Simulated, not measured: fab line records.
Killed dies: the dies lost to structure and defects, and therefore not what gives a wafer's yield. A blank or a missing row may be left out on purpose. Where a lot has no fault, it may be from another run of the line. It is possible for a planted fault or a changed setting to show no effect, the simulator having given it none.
Struck lot and sound lot, side by side / flow rit cmos / 18 steps out of a route of 202
Sound: these wafers, L404.2, L404.3, L404.4. Struck: wafers L393.2, L393.3, L393.6. Last of all comes the cause.
Per side, at each step with rows, come the tool, then ch with its chambers, and then its first start. Under that, the readings that differ: sound wafers / struck wafers / difference of the means / sigmas: that difference in standard deviations of wafers without a fault.
alike: readings with means less than 2 such deviations apart, plus words and numbers identical on both sides. not compared: withheld readings, readings lacking a value on some wafer, bounds such as >300 that could conceal the same value, and numbers that have no deviation in the record and whose values overlap.
The two part at a step that has a row with sigmas, a row that says differs or no value, or rows on one side only. Non-overlapping numbers with no deviation appear without sigmas and do not part them. Lack of a reading on every wafer of one side parts them only where that side has two or more wafers.

first, 1 step without rows for these wafers: RIT_PWELL_DEVELOP_05 (develop time 68 s).
RIT_PWELL_OVL_MEAS_06:
  struck on overlay-01, day 2 18:38; sound on overlay-02, day 5 02:02
  alike: PWELL_OVL
then, 2 steps without rows for these wafers: RIT_PWELL_HARDBAKE_07 (time 120 s); RIT_PWELL_IMPLANT_08.
RIT_PWELL_STRIP_09: strips in O2, time 180 s.
  sound on plasma asher-01 ch 0,1, day 5 02:28; struck on plasma asher-04 ch 0,1, day 2 19:04
  alike: chamber pressure mTorr, drypump motor current A
  not compared: rf hours counter h
RIT_PWELL_TW_MEAS_10:
  struck on film metro-03, day 2 19:14; sound on film metro-01, day 5 02:40
  alike: PWELL_TW
then, 1 step without rows for these wafers: RIT_WELLDRIVE_ANNEAL_00 (time 14700 s).
RIT_WELLDRIVE_RS_MEAS_01: a four-point-probe measurement.
  struck on film metro-04, day 3 00:38; sound on film metro-01, day 5 08:35
  alike: NWELL_RS
RIT_WELLDRIVE_RS_MEAS_02: a four-point-probe measurement.
  struck on film metro-04, day 3 00:46; sound on film metro-01, day 5 08:43
  alike: PWELL_RS
then, 3 steps without rows for these wafers: RIT_NRETRO_HMDS_00 (prime time 60 s); RIT_NRETRO_COAT_01 (resist thk 1300 nm); RIT_NRETRO_SOFTBAKE_02 (time 60 s).
RIT_NRETRO_EXPOSE_03: exposes mask M4, target cd 43900 nm.
  sound on iline stepper-02 ch 0, day 5 09:24; struck on iline stepper-01 ch 0, day 3 01:35
reading=model.NRETRO.overlay x nm (nm); sound=-0.5148 -0.5148 -0.5148; struck=-300.3 -300.3 -300.3; difference=-299.8; sigmas=
  alike: mask
then, 2 steps without rows for these wafers: RIT_NRETRO_PEB_04; RIT_NRETRO_DEVELOP_05 (develop time 68 s).
RIT_NRETRO_OVL_MEAS_06:
  struck on overlay-01, day 3 02:00; sound on overlay-01, day 5 09:49
reading=NRETRO_OVL (nm); sound=1.0 0.9 -0.3; struck=-300.6 -300.6 -298.6; difference=-300.5; sigmas=-99 or more
then, 1 step without rows for these wafers: RIT_NRETRO_HARDBAKE_07 (time 120 s).
RIT_M1_PROBE_99:
  struck on prober-02, day 4 06:56; sound on prober-02, day 6 15:31
reading=model.etest.retro edge nmos.off log10 a um; sound=-9.924 -9.999 -9.972; struck=-8.127 -8.066 -7.699; difference=+2.001; sigmas=
reading=model.etest.retro edge pmos.off log10 a um; sound=-10.52 -10.43 -10.48; struck=-8.14 -8.091 -7.931; difference=+2.42; sigmas=
  alike: killed at contacts, killed at front end, killed dies, killed open, killed short
  not compared: model.etest.well edge right.line ohm um

## WHERE THEY PART
At RIT_NRETRO_OVL_MEAS_06 and nowhere else, as far as this record goes. Later steps at which nothing parts them and some readings are alike: RIT_M1_PROBE_99.

WHY: what the simulator had put in
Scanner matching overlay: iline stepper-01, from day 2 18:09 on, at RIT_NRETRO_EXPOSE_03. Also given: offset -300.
